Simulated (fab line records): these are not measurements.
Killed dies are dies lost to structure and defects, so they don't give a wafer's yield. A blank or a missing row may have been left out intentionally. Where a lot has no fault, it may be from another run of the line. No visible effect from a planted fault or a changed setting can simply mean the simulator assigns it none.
fab line records :: flow berkeley_cmos170
record:
  lots: 13
  wafers: 39
  last_day: 13
route steps=331 shown NWELL@19 SACOX@99 PSD@184 CONTACT@231
lots that met no fault: from a run of the same line without faults
start_h: hours from the record's opening day to when the first of the lot's shown wafers began :: wait_h: time in hours since the lot's previous step :: " as in the row above :: L1.1+2: several wafers, shown together as one row :: - no value, or no start given :: * or withheld: withheld :: < > ~ a bound
route shown NAME@n: NAME is a module with steps in the file, n the number in the route of the first one :: usual: mean/standard deviation of fault-free wafers :: same: alike in all rows :: chamber/n: place in a boat :: sites: per-site readings :: _std_site: standard deviation across them :: _edge_site: inner sites' mean taken away from outer sites' mean :: radius_mm: for every site, how far away it sits from the centre of the wafer :: mask NAME#n: copy n :: behind: tool/chamber where the wafer was last shaped :: hold: cause of the lot's hold/its duration in hours/its outcome :: device: the n, p or np transistor that did not switch :: end of line: at the end of the route, the tests of the same wafers :: a step with no rows: only its recipe :: killed: at the first sort, the dies lost to defects and structure; wafer yield is something else :: map: shows each die of a wafer: x if killed, . if not, _ if none is there
set.NAME: the setting the step ran with; set.NAME@STEP: the setting that earlier step ran with :: model.NAME: the simulator's own value behind a step, which no gauge read
the route's steps for a sample of lots (tables are steps, rows are wafers)
services: from which hour (start_h, from the record's first day; less than 0 if before it) a tool's chamber was out of use, for how many hours, and why
== steps ==
step: UCB170_NWELL_THK_MEAS_05
recipe:
  reads: Si3N4_of_NWELL_CVD_04
usual:
  NWELL_NITRIDE_THK: 224.7/2.6
lot.wafer: L206.2
tool: film_metro-04
chamber: -
start_h: 36.60
wait_h: 0.0
NWELL_NITRIDE_THK[nm]: 223.7

lot.wafer: L206.5
tool: film_metro-04
chamber: -
start_h: 36.60
wait_h: 0.0
NWELL_NITRIDE_THK[nm]: 224.3

lot.wafer: L206.6
tool: film_metro-04
chamber: -
start_h: 36.60
wait_h: 0.0
NWELL_NITRIDE_THK[nm]: 222.7

lot.wafer: L207.1
tool: film_metro-03
chamber: -
start_h: 55.01
wait_h: 0.0
NWELL_NITRIDE_THK[nm]: 224.3

lot.wafer: L207.5
tool: film_metro-03
chamber: -
start_h: 55.01
wait_h: 0.0
NWELL_NITRIDE_THK[nm]: 226.1

lot.wafer: L207.6
tool: film_metro-03
chamber: -
start_h: 55.01
wait_h: 0.0
NWELL_NITRIDE_THK[nm]: 224.8

lot.wafer: L208.1
tool: film_metro-04
chamber: -
start_h: 55.01
wait_h: 0.0
NWELL_NITRIDE_THK[nm]: 224.7

lot.wafer: L208.2
tool: film_metro-04
chamber: -
start_h: 55.01
wait_h: 0.0
NWELL_NITRIDE_THK[nm]: 224.6

lot.wafer: L208.5
tool: film_metro-04
chamber: -
start_h: 55.01
wait_h: 0.0
NWELL_NITRIDE_THK[nm]: 224.1

lot.wafer: L217.2
tool: film_metro-01
chamber: -
start_h: 85.26
wait_h: 0.1
NWELL_NITRIDE_THK[nm]: 224.5

lot.wafer: L217.3
tool: film_metro-01
chamber: -
start_h: 85.26
wait_h: 0.1
NWELL_NITRIDE_THK[nm]: 226.5

lot.wafer: L217.6
tool: film_metro-01
chamber: -
start_h: 85.26
wait_h: 0.1
NWELL_NITRIDE_THK[nm]: 225.6

lot.wafer: L218.2
tool: film_metro-01
chamber: -
start_h: 97.77
wait_h: 0.0
NWELL_NITRIDE_THK[nm]: 224.6

lot.wafer: L218.3
tool: film_metro-01
chamber: -
start_h: 97.77
wait_h: 0.0
NWELL_NITRIDE_THK[nm]: 224.4

lot.wafer: L218.6
tool: film_metro-01
chamber: -
start_h: 97.77
wait_h: 0.0
NWELL_NITRIDE_THK[nm]: 223.9

lot.wafer: L220.1
tool: film_metro-03
chamber: -
start_h: 108.92
wait_h: 0.0
NWELL_NITRIDE_THK[nm]: 221.0

lot.wafer: L220.2
tool: film_metro-03
chamber: -
start_h: 108.92
wait_h: 0.0
NWELL_NITRIDE_THK[nm]: 219.6

lot.wafer: L220.3
tool: film_metro-03
chamber: -
start_h: 108.92
wait_h: 0.0
NWELL_NITRIDE_THK[nm]: 219.4

lot.wafer: L221.1
tool: film_metro-01
chamber: -
start_h: 108.96
wait_h: 0.0
NWELL_NITRIDE_THK[nm]: 225.5

lot.wafer: L221.3
tool: film_metro-01
chamber: -
start_h: 108.96
wait_h: 0.0
NWELL_NITRIDE_THK[nm]: 224.9

lot.wafer: L221.6
tool: film_metro-01
chamber: -
start_h: 108.96
wait_h: 0.0
NWELL_NITRIDE_THK[nm]: 225.4

lot.wafer: L222.1
tool: film_metro-03
chamber: -
start_h: 117.97
wait_h: 0.0
NWELL_NITRIDE_THK[nm]: 224.4

lot.wafer: L222.3
tool: film_metro-03
chamber: -
start_h: 117.97
wait_h: 0.0
NWELL_NITRIDE_THK[nm]: 221.8

lot.wafer: L222.4
tool: film_metro-03
chamber: -
start_h: 117.97
wait_h: 0.0
NWELL_NITRIDE_THK[nm]: 224.0

lot.wafer: L226.1
tool: film_metro-04
chamber: -
start_h: 128.69
wait_h: 0.0
NWELL_NITRIDE_THK[nm]: 223.9

lot.wafer: L226.4
tool: film_metro-04
chamber: -
start_h: 128.69
wait_h: 0.0
NWELL_NITRIDE_THK[nm]: 224.8

lot.wafer: L226.6
tool: film_metro-04
chamber: -
start_h: 128.69
wait_h: 0.0
NWELL_NITRIDE_THK[nm]: 223.4

lot.wafer: L224.2
tool: film_metro-01
chamber: -
start_h: 128.70
wait_h: 0.0
NWELL_NITRIDE_THK[nm]: 219.4

lot.wafer: L224.3
tool: film_metro-01
chamber: -
start_h: 128.70
wait_h: 0.0
NWELL_NITRIDE_THK[nm]: 217.3

lot.wafer: L224.5
tool: film_metro-01
chamber: -
start_h: 128.70
wait_h: 0.0
NWELL_NITRIDE_THK[nm]: 221.1

lot.wafer: L225.3
tool: film_metro-03
chamber: -
start_h: 128.71
wait_h: 0.0
NWELL_NITRIDE_THK[nm]: 225.6

lot.wafer: L225.4
tool: film_metro-03
chamber: -
start_h: 128.71
wait_h: 0.0
NWELL_NITRIDE_THK[nm]: 227.6

lot.wafer: L225.6
tool: film_metro-03
chamber: -
start_h: 128.71
wait_h: 0.0
NWELL_NITRIDE_THK[nm]: 227.3

lot.wafer: L228.3
tool: film_metro-03
chamber: -
start_h: 144.07
wait_h: 0.0
NWELL_NITRIDE_THK[nm]: 222.6

lot.wafer: L228.4
tool: film_metro-03
chamber: -
start_h: 144.07
wait_h: 0.0
NWELL_NITRIDE_THK[nm]: 222.3

lot.wafer: L228.5
tool: film_metro-03
chamber: -
start_h: 144.07
wait_h: 0.0
NWELL_NITRIDE_THK[nm]: 222.4

lot.wafer: L229.2
tool: film_metro-03
chamber: -
start_h: 148.19
wait_h: 0.0
NWELL_NITRIDE_THK[nm]: 223.7

lot.wafer: L229.3
tool: film_metro-03
chamber: -
start_h: 148.19
wait_h: 0.0
NWELL_NITRIDE_THK[nm]: 226.0

lot.wafer: L229.4
tool: film_metro-03
chamber: -
start_h: 148.19
wait_h: 0.0
NWELL_NITRIDE_THK[nm]: 224.3
step: UCB170_SACOX_THK_MEAS_02
recipe:
  reads: SiO2_of_SACOX_OXIDATION_01
usual:
  SACOX_OXIDE_THK: 14.38/0.27
lot.wafer: L206.2
tool: film_metro-03
chamber: -
start_h: 125.33
wait_h: 0.0
SACOX_OXIDE_THK[nm]: 14.46

lot.wafer: L206.5
tool: film_metro-03
chamber: -
start_h: 125.33
wait_h: 0.0
SACOX_OXIDE_THK[nm]: 14.52

lot.wafer: L206.6
tool: film_metro-03
chamber: -
start_h: 125.33
wait_h: 0.0
SACOX_OXIDE_THK[nm]: 14.46

lot.wafer: L207.1
tool: film_metro-04
chamber: -
start_h: 138.02
wait_h: 0.0
SACOX_OXIDE_THK[nm]: 14.77

lot.wafer: L207.5
tool: film_metro-04
chamber: -
start_h: 138.02
wait_h: 0.0
SACOX_OXIDE_THK[nm]: 14.47

lot.wafer: L207.6
tool: film_metro-04
chamber: -
start_h: 138.02
wait_h: 0.0
SACOX_OXIDE_THK[nm]: 14.62

lot.wafer: L208.1
tool: film_metro-02
chamber: -
start_h: 138.02
wait_h: 0.0
SACOX_OXIDE_THK[nm]: 14.51

lot.wafer: L208.2
tool: film_metro-02
chamber: -
start_h: 138.02
wait_h: 0.0
SACOX_OXIDE_THK[nm]: 14.55

lot.wafer: L208.5
tool: film_metro-02
chamber: -
start_h: 138.02
wait_h: 0.0
SACOX_OXIDE_THK[nm]: 14.72

lot.wafer: L217.2
tool: film_metro-03
chamber: -
start_h: 167.64
wait_h: 0.1
SACOX_OXIDE_THK[nm]: 14.44

lot.wafer: L217.3
tool: film_metro-03
chamber: -
start_h: 167.64
wait_h: 0.1
SACOX_OXIDE_THK[nm]: 14.53

lot.wafer: L217.6
tool: film_metro-03
chamber: -
start_h: 167.64
wait_h: 0.1
SACOX_OXIDE_THK[nm]: 14.38

lot.wafer: L218.2
tool: film_metro-04
chamber: -
start_h: 182.26
wait_h: 0.0
SACOX_OXIDE_THK[nm]: 14.00

lot.wafer: L218.3
tool: film_metro-04
chamber: -
start_h: 182.26
wait_h: 0.0
SACOX_OXIDE_THK[nm]: 13.86

lot.wafer: L218.6
tool: film_metro-04
chamber: -
start_h: 182.26
wait_h: 0.0
SACOX_OXIDE_THK[nm]: 14.15

lot.wafer: L221.1
tool: film_metro-02
chamber: -
start_h: 199.39
wait_h: 0.0
SACOX_OXIDE_THK[nm]: 14.51

lot.wafer: L221.3
tool: film_metro-02
chamber: -
start_h: 199.39
wait_h: 0.0
SACOX_OXIDE_THK[nm]: 14.48

lot.wafer: L221.6
tool: film_metro-02
chamber: -
start_h: 199.39
wait_h: 0.0
SACOX_OXIDE_THK[nm]: 14.48

lot.wafer: L222.1
tool: film_metro-04
chamber: -
start_h: 199.39
wait_h: 0.0
SACOX_OXIDE_THK[nm]: 14.67

lot.wafer: L222.3
tool: film_metro-04
chamber: -
start_h: 199.39
wait_h: 0.0
SACOX_OXIDE_THK[nm]: 14.23

lot.wafer: L222.4
tool: film_metro-04
chamber: -
start_h: 199.39
wait_h: 0.0
SACOX_OXIDE_THK[nm]: 14.67

lot.wafer: L220.1
tool: film_metro-02
chamber: -
start_h: 199.45
wait_h: 0.1
SACOX_OXIDE_THK[nm]: 14.61

lot.wafer: L220.2
tool: film_metro-02
chamber: -
start_h: 199.45
wait_h: 0.1
SACOX_OXIDE_THK[nm]: 14.52

lot.wafer: L220.3
tool: film_metro-02
chamber: -
start_h: 199.45
wait_h: 0.1
SACOX_OXIDE_THK[nm]: 14.51

lot.wafer: L226.1
tool: film_metro-03
chamber: -
start_h: 209.84
wait_h: 0.0
SACOX_OXIDE_THK[nm]: 14.15

lot.wafer: L226.4
tool: film_metro-03
chamber: -
start_h: 209.84
wait_h: 0.0
SACOX_OXIDE_THK[nm]: 14.20

lot.wafer: L226.6
tool: film_metro-03
chamber: -
start_h: 209.84
wait_h: 0.0
SACOX_OXIDE_THK[nm]: 14.01

lot.wafer: L224.2
tool: film_metro-04
chamber: -
start_h: 209.85
wait_h: 0.0
SACOX_OXIDE_THK[nm]: 14.53

lot.wafer: L224.3
tool: film_metro-04
chamber: -
start_h: 209.85
wait_h: 0.0
SACOX_OXIDE_THK[nm]: 14.53

lot.wafer: L224.5
tool: film_metro-04
chamber: -
start_h: 209.85
wait_h: 0.0
SACOX_OXIDE_THK[nm]: 14.32

lot.wafer: L225.3
tool: film_metro-02
chamber: -
start_h: 209.86
wait_h: 0.0
SACOX_OXIDE_THK[nm]: 14.10

lot.wafer: L225.4
tool: film_metro-02
chamber: -
start_h: 209.86
wait_h: 0.0
SACOX_OXIDE_THK[nm]: 14.16

lot.wafer: L225.6
tool: film_metro-02
chamber: -
start_h: 209.86
wait_h: 0.0
SACOX_OXIDE_THK[nm]: 14.27

lot.wafer: L228.3
tool: film_metro-03
chamber: -
start_h: 228.27
wait_h: 0.0
SACOX_OXIDE_THK[nm]: 14.28

lot.wafer: L228.4
tool: film_metro-03
chamber: -
start_h: 228.27
wait_h: 0.0
SACOX_OXIDE_THK[nm]: 14.54

lot.wafer: L228.5
tool: film_metro-03
chamber: -
start_h: 228.27
wait_h: 0.0
SACOX_OXIDE_THK[nm]: 14.42

lot.wafer: L229.2
tool: film_metro-04
chamber: -
start_h: 234.68
wait_h: 0.0
SACOX_OXIDE_THK[nm]: 14.29

lot.wafer: L229.3
tool: film_metro-04
chamber: -
start_h: 234.68
wait_h: 0.0
SACOX_OXIDE_THK[nm]: 14.32

lot.wafer: L229.4
tool: film_metro-04
chamber: -
start_h: 234.68
wait_h: 0.0
SACOX_OXIDE_THK[nm]: 14.46
step: UCB170_PSD_STRIP_09
recipe:
  chemistry: O2
  power_w: 400
  pressure_mtorr: 3500
  platen_temp_c: withheld
  o2_flow_sccm: 400
  overash_fraction: 0.5
usual:
  chamber_pressure_mTorr: 3501/8.9
  drypump_motor_current_A: 5.7/0.41
  oes_product_au: 0.600/0.0048
  strip_time_to_endpoint_s: 29.40/0.062
lot.wafer: L206.2
tool: plasma_asher-03
chamber: 0
start_h: 173.89
wait_h: 0.1
chamber_pressure_mTorr: 3497
drypump_motor_current_A: 6.2
oes_product_au: 0.602
rf_hours_counter_h: 5
strip_time_to_endpoint_s: 29.33

lot.wafer: L206.5
tool: plasma_asher-03
chamber: 0
start_h: 173.89
wait_h: 0.1
chamber_pressure_mTorr: 3505
drypump_motor_current_A: 6.2
oes_product_au: 0.600
rf_hours_counter_h: -
strip_time_to_endpoint_s: 29.33

lot.wafer: L206.6
tool: plasma_asher-03
chamber: 1
start_h: 173.89
wait_h: 0.1
chamber_pressure_mTorr: 3504
drypump_motor_current_A: 5.8
oes_product_au: 0.604
rf_hours_counter_h: -
strip_time_to_endpoint_s: 29.35

lot.wafer: L208.1
tool: plasma_asher-03
chamber: 1
start_h: 181.12
wait_h: 0.1
chamber_pressure_mTorr: 3501
drypump_motor_current_A: 5.8
oes_product_au: 0.598
rf_hours_counter_h: 6
strip_time_to_endpoint_s: 29.48

lot.wafer: L208.2
tool: plasma_asher-03
chamber: 0
start_h: 181.12
wait_h: 0.1
chamber_pressure_mTorr: 3500
drypump_motor_current_A: 6.2
oes_product_au: 0.594
rf_hours_counter_h: 6
strip_time_to_endpoint_s: 29.39

lot.wafer: L208.5
tool: plasma_asher-03
chamber: 0
start_h: 181.12
wait_h: 0.1
chamber_pressure_mTorr: 3496
drypump_motor_current_A: 6.2
oes_product_au: 0.604
rf_hours_counter_h: -
strip_time_to_endpoint_s: 29.45

lot.wafer: L207.1
tool: plasma_asher-04
chamber: 0
start_h: 181.51
wait_h: 0.1
chamber_pressure_mTorr: 3499
drypump_motor_current_A: 5.2
oes_product_au: 0.612
rf_hours_counter_h: 41
strip_time_to_endpoint_s: 29.36

lot.wafer: L207.5
tool: plasma_asher-04
chamber: 1
start_h: 181.51
wait_h: 0.1
chamber_pressure_mTorr: 3500
drypump_motor_current_A: 5.5
oes_product_au: 0.605
rf_hours_counter_h: -
strip_time_to_endpoint_s: 29.38

lot.wafer: L207.6
tool: plasma_asher-04
chamber: 0
start_h: 181.51
wait_h: 0.1
chamber_pressure_mTorr: 3495
drypump_motor_current_A: 5.3
oes_product_au: 0.603
rf_hours_counter_h: -
strip_time_to_endpoint_s: 29.37

lot.wafer: L217.2
tool: plasma_asher-03
chamber: 1
start_h: 213.17
wait_h: 0.1
chamber_pressure_mTorr: 3504
drypump_motor_current_A: 5.8
oes_product_au: 0.602
rf_hours_counter_h: 9
strip_time_to_endpoint_s: 29.46

lot.wafer: L217.3
tool: plasma_asher-03
chamber: 0
start_h: 213.17
wait_h: 0.1
chamber_pressure_mTorr: 4202
drypump_motor_current_A: 6.2
oes_product_au: 0.599
rf_hours_counter_h: -
strip_time_to_endpoint_s: 29.29

lot.wafer: L217.6
tool: plasma_asher-03
chamber: 0
start_h: 213.17
wait_h: 0.1
chamber_pressure_mTorr: 4201
drypump_motor_current_A: 6.2
oes_product_au: 0.602
rf_hours_counter_h: -
strip_time_to_endpoint_s: 29.32

lot.wafer: L218.2
tool: plasma_asher-04
chamber: 0
start_h: 228.64
wait_h: 0.1
chamber_pressure_mTorr: 3502
drypump_motor_current_A: 5.2
oes_product_au: 0.596
rf_hours_counter_h: 47
strip_time_to_endpoint_s: 29.31

lot.wafer: L218.3
tool: plasma_asher-04
chamber: 0
start_h: 228.64
wait_h: 0.1
chamber_pressure_mTorr: 3498
drypump_motor_current_A: 5.3
oes_product_au: 0.597
rf_hours_counter_h: -
strip_time_to_endpoint_s: 29.33

lot.wafer: L218.6
tool: plasma_asher-04
chamber: 1
start_h: 228.64
wait_h: 0.1
chamber_pressure_mTorr: 3499
drypump_motor_current_A: 5.5
oes_product_au: 0.606
rf_hours_counter_h: -
strip_time_to_endpoint_s: 29.34

lot.wafer: L221.1
tool: plasma_asher-04
chamber: 1
start_h: 243.34
wait_h: 0.1
chamber_pressure_mTorr: 3503
drypump_motor_current_A: 5.5
oes_product_au: 0.598
rf_hours_counter_h: 49
strip_time_to_endpoint_s: 29.38

lot.wafer: L221.3
tool: plasma_asher-04
chamber: 0
start_h: 243.34
wait_h: 0.1
chamber_pressure_mTorr: 3495
drypump_motor_current_A: 5.3
oes_product_au: 0.585
rf_hours_counter_h: -
strip_time_to_endpoint_s: 29.33

lot.wafer: L221.6
tool: plasma_asher-04
chamber: 1
start_h: 243.34
wait_h: 0.1
chamber_pressure_mTorr: 3502
drypump_motor_current_A: 5.5
oes_product_au: 0.597
rf_hours_counter_h: -
strip_time_to_endpoint_s: 29.29

lot.wafer: L220.1
tool: plasma_asher-01
chamber: 0
start_h: 243.61
wait_h: 0.1
chamber_pressure_mTorr: 3493
drypump_motor_current_A: 5.6
oes_product_au: 0.597
rf_hours_counter_h: 49
strip_time_to_endpoint_s: 29.41

lot.wafer: L220.2
tool: plasma_asher-01
chamber: 1
start_h: 243.61
wait_h: 0.1
chamber_pressure_mTorr: 3498
drypump_motor_current_A: 6.4
oes_product_au: 0.592
rf_hours_counter_h: 49
strip_time_to_endpoint_s: 29.45

lot.wafer: L220.3
tool: plasma_asher-01
chamber: 0
start_h: 243.61
wait_h: 0.1
chamber_pressure_mTorr: 3500
drypump_motor_current_A: 5.6
oes_product_au: 0.601
rf_hours_counter_h: -
strip_time_to_endpoint_s: 29.46

lot.wafer: L222.1
tool: plasma_asher-04
chamber: 1
start_h: 243.89
wait_h: 0.1
chamber_pressure_mTorr: 3500
drypump_motor_current_A: 5.5
oes_product_au: 0.597
rf_hours_counter_h: 49
strip_time_to_endpoint_s: 29.38

lot.wafer: L222.3
tool: plasma_asher-04
chamber: 0
start_h: 243.89
wait_h: 0.1
chamber_pressure_mTorr: 3499
drypump_motor_current_A: 5.3
oes_product_au: 0.597
rf_hours_counter_h: -
strip_time_to_endpoint_s: 29.36

lot.wafer: L222.4
tool: plasma_asher-04
chamber: 1
start_h: 243.89
wait_h: 0.1
chamber_pressure_mTorr: 3495
drypump_motor_current_A: 5.5
oes_product_au: 0.605
rf_hours_counter_h: -
strip_time_to_endpoint_s: 29.34

lot.wafer: L224.2
tool: plasma_asher-01
chamber: 1
start_h: 255.62
wait_h: 0.1
chamber_pressure_mTorr: 3501
drypump_motor_current_A: 6.4
oes_product_au: 0.593
rf_hours_counter_h: 51
strip_time_to_endpoint_s: 29.40

lot.wafer: L224.3
tool: plasma_asher-01
chamber: 1
start_h: 255.62
wait_h: 0.1
chamber_pressure_mTorr: 3497
drypump_motor_current_A: 6.4
oes_product_au: 0.602
rf_hours_counter_h: -
strip_time_to_endpoint_s: 29.43

lot.wafer: L224.5
tool: plasma_asher-01
chamber: 1
start_h: 255.62
wait_h: 0.1
chamber_pressure_mTorr: 3494
drypump_motor_current_A: 6.4
oes_product_au: 0.602
rf_hours_counter_h: -
strip_time_to_endpoint_s: 29.43

lot.wafer: L226.1
tool: plasma_asher-04
chamber: 1
start_h: 255.74
wait_h: 0.1
chamber_pressure_mTorr: 3502
drypump_motor_current_A: 5.5
oes_product_au: 0.602
rf_hours_counter_h: 51
strip_time_to_endpoint_s: 29.32

lot.wafer: L226.4
tool: plasma_asher-04
chamber: 0
start_h: 255.74
wait_h: 0.1
chamber_pressure_mTorr: 3498
drypump_motor_current_A: 5.2
oes_product_au: 0.605
rf_hours_counter_h: -
strip_time_to_endpoint_s: 29.33

lot.wafer: L226.6
tool: plasma_asher-04
chamber: 1
start_h: 255.74
wait_h: 0.1
chamber_pressure_mTorr: 3494
drypump_motor_current_A: 5.5
oes_product_au: 0.602
rf_hours_counter_h: -
strip_time_to_endpoint_s: 29.21

lot.wafer: L225.3
tool: plasma_asher-01
chamber: 1
start_h: 255.99
wait_h: 0.1
chamber_pressure_mTorr: 3498
drypump_motor_current_A: 6.4
oes_product_au: 0.601
rf_hours_counter_h: -
strip_time_to_endpoint_s: 29.38

lot.wafer: L225.4
tool: plasma_asher-01
chamber: 0
start_h: 255.99
wait_h: 0.1
chamber_pressure_mTorr: 3501
drypump_motor_current_A: 5.6
oes_product_au: 0.599
rf_hours_counter_h: -
strip_time_to_endpoint_s: 29.34

lot.wafer: L225.6
tool: plasma_asher-01
chamber: 1
start_h: 255.99
wait_h: 0.1
chamber_pressure_mTorr: 3499
drypump_motor_current_A: 6.4
oes_product_au: 0.598
rf_hours_counter_h: -
strip_time_to_endpoint_s: 29.39

lot.wafer: L228.3
tool: plasma_asher-01
chamber: 1
start_h: 269.15
wait_h: 0.1
chamber_pressure_mTorr: 3500
drypump_motor_current_A: 6.4
oes_product_au: 0.604
rf_hours_counter_h: -
strip_time_to_endpoint_s: 29.36

lot.wafer: L228.4
tool: plasma_asher-01
chamber: 0
start_h: 269.15
wait_h: 0.1
chamber_pressure_mTorr: 3502
drypump_motor_current_A: 5.6
oes_product_au: 0.596
rf_hours_counter_h: -
strip_time_to_endpoint_s: 29.36

lot.wafer: L228.5
tool: plasma_asher-01
chamber: 1
start_h: 269.15
wait_h: 0.1
chamber_pressure_mTorr: 3497
drypump_motor_current_A: 6.4
oes_product_au: 0.607
rf_hours_counter_h: -
strip_time_to_endpoint_s: 29.31

lot.wafer: L229.2
tool: plasma_asher-04
chamber: 0
start_h: 281.25
wait_h: 0.1
chamber_pressure_mTorr: 3502
drypump_motor_current_A: 5.2
oes_product_au: 0.599
rf_hours_counter_h: 54
strip_time_to_endpoint_s: 29.55

lot.wafer: L229.3
tool: plasma_asher-04
chamber: 0
start_h: 281.25
wait_h: 0.1
chamber_pressure_mTorr: 3501
drypump_motor_current_A: 5.2
oes_product_au: 0.597
rf_hours_counter_h: -
strip_time_to_endpoint_s: 29.52

lot.wafer: L229.4
tool: plasma_asher-04
chamber: 1
start_h: 281.25
wait_h: 0.1
chamber_pressure_mTorr: 3504
drypump_motor_current_A: 5.5
oes_product_au: 0.600
rf_hours_counter_h: -
strip_time_to_endpoint_s: 29.50
step: UCB170_CONTACT_CD_MEAS_15
recipe:
  target_cd_nm: 700
usual:
  cd_nm: 700.2/1.8
lot.wafer: L206.2
tool: cd_sem-01
chamber: -
start_h: 186.36
wait_h: -
cd_nm: 697.8

lot.wafer: L206.5
tool: cd_sem-01
chamber: -
start_h: 186.36
wait_h: -
cd_nm: 698.3

lot.wafer: L206.6
tool: cd_sem-01
chamber: -
start_h: 186.36
wait_h: -
cd_nm: 698.8

lot.wafer: L208.1
tool: cd_sem-01
chamber: -
start_h: 189.59
wait_h: -
cd_nm: 701.6

lot.wafer: L208.2
tool: cd_sem-01
chamber: -
start_h: 189.59
wait_h: -
cd_nm: 701.7

lot.wafer: L208.5
tool: cd_sem-01
chamber: -
start_h: 189.59
wait_h: -
cd_nm: 701.5

lot.wafer: L207.1
tool: cd_sem-01
chamber: -
start_h: 190.14
wait_h: -
cd_nm: 702.5

lot.wafer: L207.5
tool: cd_sem-01
chamber: -
start_h: 190.14
wait_h: -
cd_nm: 702.4

lot.wafer: L207.6
tool: cd_sem-01
chamber: -
start_h: 190.14
wait_h: -
cd_nm: 702.5

lot.wafer: L217.2
tool: cd_sem-01
chamber: -
start_h: 225.26
wait_h: -
cd_nm: 700.6

lot.wafer: L217.3
tool: cd_sem-01
chamber: -
start_h: 225.26
wait_h: -
cd_nm: 699.5

lot.wafer: L217.6
tool: cd_sem-01
chamber: -
start_h: 225.26
wait_h: -
cd_nm: 699.7

lot.wafer: L218.2
tool: cd_sem-01
chamber: -
start_h: 241.05
wait_h: -
cd_nm: 696.1

lot.wafer: L218.3
tool: cd_sem-01
chamber: -
start_h: 241.05
wait_h: -
cd_nm: 697.7

lot.wafer: L218.6
tool: cd_sem-01
chamber: -
start_h: 241.05
wait_h: -
cd_nm: 697.1

lot.wafer: L221.1
tool: cd_sem-02
chamber: -
start_h: 253.24
wait_h: -
cd_nm: 703.4

lot.wafer: L221.3
tool: cd_sem-02
chamber: -
start_h: 253.24
wait_h: -
cd_nm: 702.9

lot.wafer: L221.6
tool: cd_sem-02
chamber: -
start_h: 253.24
wait_h: -
cd_nm: 703.5

lot.wafer: L220.1
tool: cd_sem-02
chamber: -
start_h: 255.03
wait_h: -
cd_nm: 699.2

lot.wafer: L220.2
tool: cd_sem-02
chamber: -
start_h: 255.03
wait_h: -
cd_nm: 698.3

lot.wafer: L220.3
tool: cd_sem-02
chamber: -
start_h: 255.03
wait_h: -
cd_nm: 699.2

lot.wafer: L222.1
tool: cd_sem-01
chamber: -
start_h: 255.13
wait_h: -
cd_nm: 697.6

lot.wafer: L222.3
tool: cd_sem-01
chamber: -
start_h: 255.13
wait_h: -
cd_nm: 700.0

lot.wafer: L222.4
tool: cd_sem-01
chamber: -
start_h: 255.13
wait_h: -
cd_nm: 699.0

lot.wafer: L224.2
tool: cd_sem-01
chamber: -
start_h: 263.53
wait_h: -
cd_nm: 702.1

lot.wafer: L224.3
tool: cd_sem-01
chamber: -
start_h: 263.53
wait_h: -
cd_nm: 700.7

lot.wafer: L224.5
tool: cd_sem-01
chamber: -
start_h: 263.53
wait_h: -
cd_nm: 701.5

lot.wafer: L226.1
tool: cd_sem-01
chamber: -
start_h: 263.84
wait_h: -
cd_nm: 703.4

lot.wafer: L226.4
tool: cd_sem-01
chamber: -
start_h: 263.84
wait_h: -
cd_nm: 702.7

lot.wafer: L226.6
tool: cd_sem-01
chamber: -
start_h: 263.84
wait_h: -
cd_nm: 702.9

lot.wafer: L225.3
tool: cd_sem-02
chamber: -
start_h: 267.59
wait_h: -
cd_nm: 697.7

lot.wafer: L225.4
tool: cd_sem-02
chamber: -
start_h: 267.59
wait_h: -
cd_nm: 697.0

lot.wafer: L225.6
tool: cd_sem-02
chamber: -
start_h: 267.59
wait_h: -
cd_nm: 698.1

lot.wafer: L228.3
tool: cd_sem-01
chamber: -
start_h: 282.33
wait_h: -
cd_nm: 697.0

lot.wafer: L228.4
tool: cd_sem-01
chamber: -
start_h: 282.33
wait_h: -
cd_nm: 698.2

lot.wafer: L228.5
tool: cd_sem-01
chamber: -
start_h: 282.33
wait_h: -
cd_nm: 696.9

lot.wafer: L229.2
tool: cd_sem-01
chamber: -
start_h: 289.72
wait_h: -
cd_nm: 700.0

lot.wafer: L229.3
tool: cd_sem-01
chamber: -
start_h: 289.72
wait_h: -
cd_nm: 698.3

lot.wafer: L229.4
tool: cd_sem-01
chamber: -
start_h: 289.72
wait_h: -
cd_nm: 698.4
== services ==
tool: plasma_asher-04
chamber: -
start_h: 151.60
hours: 14.6
kind: pm

tool: plasma_asher-03
chamber: -
start_h: 192.05
hours: 3.4
kind: repair
== key ==
first_sign:
  step: UCB170_PSD_STRIP_09
  reading: chamber_pressure_mTorr
  direction: up
  sigmas: 78
  usual: 3501
  struck: 4202
effect none on later readings
met_at UCB170_PSD_STRIP_09
struck_lots L217
struck_wafers L217.3,L217.6
tester_left_out L217
not_acting_at UCB170_NWELL_THK_MEAS_05,UCB170_SACOX_THK_MEAS_02,UCB170_CONTACT_CD_MEAS_15
onset_between 181.12 213.17
fault:
  kind: process_parameter_drift
  tool: plasma_asher-03
  chamber: 0
  onset_h: 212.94
  steps: UCB170_PSD_STRIP_09
  channel: pressure_mtorr
  offset: 700
  shape: step
  end_h: 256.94
  acts_in: these_recipes_only
  stated: 3500
tester_left_out: of these lots the tester's yield and bins aren't shown, on N5 and GAA mostly nor the transistor test; their killed dies are dies lost to structure and defects alone, not to doping, threshold or leakage, so they don't give the yield
